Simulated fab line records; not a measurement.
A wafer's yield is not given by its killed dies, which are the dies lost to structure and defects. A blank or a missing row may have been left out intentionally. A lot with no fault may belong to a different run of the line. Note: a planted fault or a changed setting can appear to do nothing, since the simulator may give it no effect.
2 desks, one fault :: flow berkeley cmos170 :: each desk has only its own numbers; what lay behind them comes last

## AT THE METROLOGY DESK
What the gauges read for every lot (on any tool): the sampled wafers with a number, averaged. Any lot whose mean is over 4 standard deviations away from the usual mean is out of limits and marked OUT; that distance is given in the brackets.
Columns: A = PWELL_TW at UCB170_PWELL_TW_MEAS_17, usual 377.2; B = cd nm at UCB170_V2_CD_MEAS_12, usual 699.9 nm; C = M3_OVL at UCB170_M3_OVL_MEAS_16, usual 2 nm
lot: L737
first seen here: day 2 22:07
A: 376.3
B: 701.0
C: 0

lot: L738
first seen here: day 3 14:21
A: 378.4
B: 700.5
C: -5

lot: L743
first seen here: day 4 16:25
A: 379.7
B: 698.6
C: 5

lot: L744
first seen here: day 4 21:58
A: 375.6
B: 697.9
C: -1

lot: L746
first seen here: day 5 05:53
A: 375.2
B: 700.5
C: 3

lot: L747
first seen here: day 5 06:10
A: 380.8
B: 699.3
C: -2

lot: L749
first seen here: day 5 23:47
A: 377.0
B: 700.5
C: 12

lot: L750
first seen here: day 6 03:51
A: 375.5
B: 700.3
C: 3

lot: L751
first seen here: day 6 03:58
A: 376.6
B: -
C: -

lot: L753
first seen here: day 6 10:59
A: 379.4
B: 699.9
C: 1

lot: L752
first seen here: day 6 11:08
A: 375.7
B: -
C: -

lot: L756
first seen here: day 7 01:40
A: 378.2
B: 701.3
C: 9

lot: L755
first seen here: day 7 01:54
A: 377.6
B: 699.3
C: 10

lot: L759
first seen here: day 8 04:29
A: 375.6
B: 701.0
C: 4
This desk's finding: nothing out of limits on any of the 14 lots.

## AT THE TOOL OWNER'S DESK: rie diel-03
The tool's own readings at UCB170_SPACER_ETCHBACK_03 (etches SiO2 in CHF3/CF4/Ar, stops on Si, target depth 376 nm, time 100 s): means of the sampled wafers that have a number, for each lot that ran on this tool. Any lot whose mean is over 4 standard deviations away from the usual mean is out of limits and marked OUT; that distance is given in the brackets.
Columns: A = CHF3_flow_sccm at UCB170_SPACER_ETCHBACK_03, usual 50.00 sccm; B = cf4 flow sccm at UCB170_SPACER_ETCHBACK_03, usual 10.000 sccm; C = drypump motor current A at UCB170_SPACER_ETCHBACK_03, usual 5.86 A; D = oes product au at UCB170_SPACER_ETCHBACK_03, usual 0.903 a.u.; E = throttle valve pct at UCB170_SPACER_ETCHBACK_03, usual 6.47 %
lot: L744
first seen here: day 8 19:34
A: 50.11
B: 9.979
C: 5.64
D: 0.917
E: 6.43

lot: L750
first seen here: day 10 08:50
A: 49.89
B: 9.982
C: 6.15
D: 0.893
E: 6.47

lot: L755
first seen here: day 10 22:43
A: 50.03
B: 9.981
C: 5.97
D: 0.922
E: 6.37

lot: L759
first seen here: day 12 03:55
A: 49.98
B: 9.990
C: 5.70
D: 0.898
E: 6.41
This desk's finding: nothing out of limits on any of the 4 lots.

## TAKEN TOGETHER
From the metrology desk's view, nothing was out of limits.
Nothing out of limits was seen by the tool owner's desk.

## WHAT THE SIMULATOR HAD PUT IN
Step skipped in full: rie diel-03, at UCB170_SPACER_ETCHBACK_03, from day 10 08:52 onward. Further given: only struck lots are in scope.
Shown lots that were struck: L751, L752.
